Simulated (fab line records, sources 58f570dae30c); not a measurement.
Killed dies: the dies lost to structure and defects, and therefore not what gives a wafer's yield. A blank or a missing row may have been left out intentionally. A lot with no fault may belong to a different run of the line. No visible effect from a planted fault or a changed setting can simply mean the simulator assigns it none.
The same fault as seen by 2 desks	flow berkeley-cmos170	every desk sees just its own numbers, and what lay behind them comes last

## FOR THE TOOL OWNER'S DESK: pvd-sputter-03
The tool's own readings at UCB170_M1_SPUTTER_00 (material Al, target thk 600 nm, time 80 s): means of the sampled wafers that have a number, for each lot that ran on this tool. The brackets show how far a lot's mean lies from the usual mean; more than 4 standard deviations puts the lot out of limits, marked OUT.
Columns: A = cathode-dc-power-W at UCB170_M1_SPUTTER_00, usual 6000.0 W; B = throttle-valve-pct at UCB170_M1_SPUTTER_00, usual 29.7 %
lot	first seen here	A	B
L145	day 8 16:59	5999.7	29.2
L147	day 9 09:44	5999.4	29.2
L154	day 10 17:10	5998.3	29.1
Result from this desk: across the 3 lots, nothing is out of limits.

## AT THE METROLOGY DESK
Means of the sampled wafers that have a number, per lot and without regard to the tool the lot ran on: this is what the gauges read. The brackets show how far a lot's mean lies from the usual mean; more than 4 standard deviations puts the lot out of limits, marked OUT.
Columns: A = cd-nm at UCB170_CONTACT_CD_MEAS_15, usual 700.3 nm; B = cd-nm at UCB170_CONTACT_CD_MEAS_90, usual 700.1 nm; C = M1_AL_RS at UCB170_M1_RS_MEAS_01, usual 0.0485 ohm/sq; D = M1_AL_THK at UCB170_M1_THK_MEAS_02, usual 591 nm
lot	first seen here	A	B	C	D
L145	day 8 16:08	697.9	697.9	0.0495	584
L144	day 8 17:41	698.2	697.7	0.0485	586
L148	day 9 08:42	700.2	699.9	0.0488	590
L147	day 9 08:49	700.9	700.5	0.0480	593
L150	day 10 07:37	701.7	702.3	0.0487	591
L154	day 10 16:28	699.6	699.8	0.0327 (-33) OUT	875 (+48) OUT
L155	day 10 19:12	699.0	698.9	0.0485	592
L156	day 10 19:26	701.0	700.8	0.0492	585
L157	day 11 09:34	699.8	699.4	0.0486	588
L158	day 11 21:54	701.7	701.7	0.0488	592
L160	day 11 22:14	700.4	700.1	0.0485	591
L159	day 12 14:57	699.8	699.5	0.0486	593
L164	day 12 15:05	704.7	704.5	0.0482	593
This desk finds L154 out of limits, with the earliest case on L154 at day 10 17:16 (M1_AL_RS at UCB170_M1_RS_MEAS_01). Within limits: L145, L144, L148, L147, L150, L155, L156, L157, L158, L160, L159, L164.

## PUT TOGETHER
An alarm was possible from the metrology desk at day 10 17:16, on L154.
The desk of the tool owner found nothing out of limits.
Tool owner's desk: L154 on record, inside its limits.
All the named lots went through UCB170_M1_SPUTTER_00 on pvd-sputter-03.

## WHAT THE SIMULATOR HAD PUT IN
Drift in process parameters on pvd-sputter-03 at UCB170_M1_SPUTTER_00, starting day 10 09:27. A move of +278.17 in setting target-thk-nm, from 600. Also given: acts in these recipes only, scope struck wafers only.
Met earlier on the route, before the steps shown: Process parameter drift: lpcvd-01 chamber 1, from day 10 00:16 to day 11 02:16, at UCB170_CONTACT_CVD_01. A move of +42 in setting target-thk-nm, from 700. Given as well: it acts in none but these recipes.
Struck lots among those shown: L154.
Per desk, hours elapsed from the start of the fault to the first reading out of limits: for the metrology desk, 8.
